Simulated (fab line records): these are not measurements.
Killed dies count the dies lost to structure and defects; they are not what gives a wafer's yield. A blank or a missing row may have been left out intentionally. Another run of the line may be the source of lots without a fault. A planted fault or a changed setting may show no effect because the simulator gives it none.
A struck lot beside a sound one	flow rit-cmos	43 steps out of a route of 202
Sound: these wafers, L508.1, L508.3, L508.4. Struck: wafers L502.1, L502.4, L502.6. The cause is named last.
Per side, at each step with rows, come the tool, then ch with its chambers, and then its first start. Under that, the readings that differ: sound wafers	struck wafers	difference of the means	sigmas: that difference in standard deviations of wafers without a fault.
alike: readings whose means differ by less than 2 such deviations, and words and numbers that are the same on both sides. not compared: withheld readings, readings that some wafer has no value for, bounds like >300 that may hide the same value, and numbers for which the record gives no deviation and whose values overlap.
Wherever a step has rows on one side only, a row that says differs or no value, or a row with sigmas, the two part there. Non-overlapping numbers with no deviation appear without sigmas and do not part them. A reading missing from all wafers of one side parts the sides only when that side holds two or more wafers.

first, 3 steps without rows for these wafers: RIT_REOX_CLEAN_01 (cleans in dHF, time 30 s); RIT_REOX_CLEAN_02 (cleans in SC2, time 600 s); RIT_REOX_OXIDATION_03 (target thk 25.2 nm, ox time 5580 s).
RIT_REOX_THK_MEAS_04:
  struck on film-metro-03, day 4 12:41; sound on film-metro-03, day 5 10:39
reading	sound	struck	difference	sigmas
REOX_OXIDE_THK (nm)	24.6 24.3 24.6	25.8 25.2 25.9	+1.1	+3
then, 6 steps without rows for these wafers: RIT_NLDD_HMDS_00 (prime time 60 s); RIT_NLDD_COAT_01 (resist thk 1000 nm); RIT_NLDD_SOFTBAKE_02 (time 60 s); RIT_NLDD_EXPOSE_03 (exposes mask M7, target cd 40700 nm); RIT_NLDD_PEB_04; RIT_NLDD_DEVELOP_05 (develop time 50 s).
RIT_NLDD_OVL_MEAS_06:
  struck on overlay-01, day 4 13:36; sound on overlay-01, day 5 11:34
  alike: NLDD_OVL
then, 1 step without rows for these wafers: RIT_NLDD_HARDBAKE_07 (time 60 s).
RIT_NLDD_IMPLANT_08:
  sound on implanter-04 ch 0, day 5 11:44; struck on implanter-02 ch 0, day 4 13:54
  alike: beam-energy-keV
RIT_NLDD_STRIP_09: strips in O2, time 180 s.
  sound on plasma-asher-03 ch 0,1, day 5 11:53; struck on plasma-asher-02 ch 0,1, day 4 14:03
  alike: drypump-motor-current-A
  not compared: rf-hours-counter-h
RIT_NLDD_TW_MEAS_10:
  struck on film-metro-04, day 4 14:14; sound on film-metro-02, day 5 12:04
reading	sound	struck	difference	sigmas
NLDD_TW	2490 2488 2490	2472 2457 2467	-24	-2
then, 6 steps without rows for these wafers: RIT_PLDD_HMDS_00 (prime time 60 s); RIT_PLDD_COAT_01 (resist thk 1000 nm); RIT_PLDD_SOFTBAKE_02 (time 60 s); RIT_PLDD_EXPOSE_03 (exposes mask M8, target cd 40900 nm); RIT_PLDD_PEB_04; RIT_PLDD_DEVELOP_05 (develop time 50 s).
RIT_PLDD_OVL_MEAS_06:
  struck on overlay-01, day 4 15:14; sound on overlay-01, day 5 12:59
  alike: PLDD_OVL
then, 2 steps without rows for these wafers: RIT_PLDD_HARDBAKE_07 (time 60 s); RIT_PLDD_IMPLANT_08.
RIT_PLDD_STRIP_09: strips in O2, time 180 s.
  sound on plasma-asher-02 ch 0,1, day 5 13:19; struck on plasma-asher-04 ch 0,1, day 4 15:34
reading	sound	struck	difference	sigmas
drypump-motor-current-A (A)	5.4 5.4 5.8	6.7 6.4 6.7	+1.1	+2
  not compared: rf-hours-counter-h
RIT_PLDD_TW_MEAS_10:
  struck on film-metro-04, day 4 15:44; sound on film-metro-03, day 5 13:29
reading	sound	struck	difference	sigmas
PLDD_TW	2350 2341 2343	2327 2320 2312	-25	-2
then, 4 steps without rows for these wafers: RIT_SPACER_CLEAN_00 (cleans in SC1, time 600 s); RIT_SPACER_CLEAN_01 (cleans in dHF, time 30 s); RIT_SPACER_CLEAN_02 (cleans in SC2, time 600 s); RIT_SPACER_CVD_03 (deposits Si3N4 from SiH2Cl2/NH3, target thk 250 nm, time 3300 s).
RIT_SPACER_THK_MEAS_04:
  struck on film-metro-02, day 4 19:20; sound on film-metro-01, day 5 15:51
  alike: SPACER_NITRIDE_THK
RIT_SPACER_ETCHBACK_05: etches Si3N4 in SF6/CHF3, stops on SiO2, target depth 250 nm, time 240 s.
  sound on rie-diel-01 ch 1,2,3, day 5 15:55; struck on rie-diel-02 ch 0,1,2, day 4 19:23
reading	sound	struck	difference	sigmas
oes-product-au (a.u.)	0.833 0.827 0.836	0.864 0.854 0.865	+0.029	+2
  alike: CHF3_flow_sccm, drypump-motor-current-A, throttle-valve-pct
  not compared: rf-hours-counter-h
then, 6 steps without rows for these wafers: RIT_NSD_HMDS_00 (prime time 60 s); RIT_NSD_COAT_01 (resist thk 1000 nm); RIT_NSD_SOFTBAKE_02 (time 60 s); RIT_NSD_EXPOSE_03 (exposes mask M9, target cd 40700 nm); RIT_NSD_PEB_04; RIT_NSD_DEVELOP_05 (develop time 50 s).
RIT_NSD_OVL_MEAS_06:
  struck on overlay-02, day 4 20:26; sound on overlay-02, day 5 17:05
  alike: NSD_OVL
then, 2 steps without rows for these wafers: RIT_NSD_HARDBAKE_07 (time 60 s); RIT_NSD_IMPLANT_08.
RIT_NSD_STRIP_09: strips in O2, time 180 s.
  sound on plasma-asher-04 ch 0,1, day 5 17:25; struck on plasma-asher-02 ch 0,1, day 4 20:47
  alike: drypump-motor-current-A
  not compared: rf-hours-counter-h
RIT_M1_PROBE_99:
  struck on prober-02, day 5 06:31; sound on prober-01, day 6 03:21
reading	sound	struck	difference	sigmas
model.etest.nldd.rs-ohm-sq-rim-less-centre	-4.538 2.134 0.2909	-12.36 -17.36 -11.3	-12.97	
model.etest.nldd.rs-ohm-sq-range	8.96 12.81 9.881	16.34 21.92 13.93	+6.85	
model.etest.nmos_0p15.gate-bv-v (V)	4.799 4.83 4.768	4.727 4.737 4.703	-0.077	
  alike: killed-at-front-end, killed-dies, killed-open, killed-short
  not compared: model.etest.antenna-poly.vt-shift-v

WHERE THEY PART
First at RIT_REOX_THK_MEAS_04; last, within this record, at RIT_SPACER_ETCHBACK_05. Later steps at which nothing parts them and some readings are alike: RIT_NSD_OVL_MEAS_06, RIT_NSD_STRIP_09, RIT_M1_PROBE_99.

WHY: what the simulator had put in
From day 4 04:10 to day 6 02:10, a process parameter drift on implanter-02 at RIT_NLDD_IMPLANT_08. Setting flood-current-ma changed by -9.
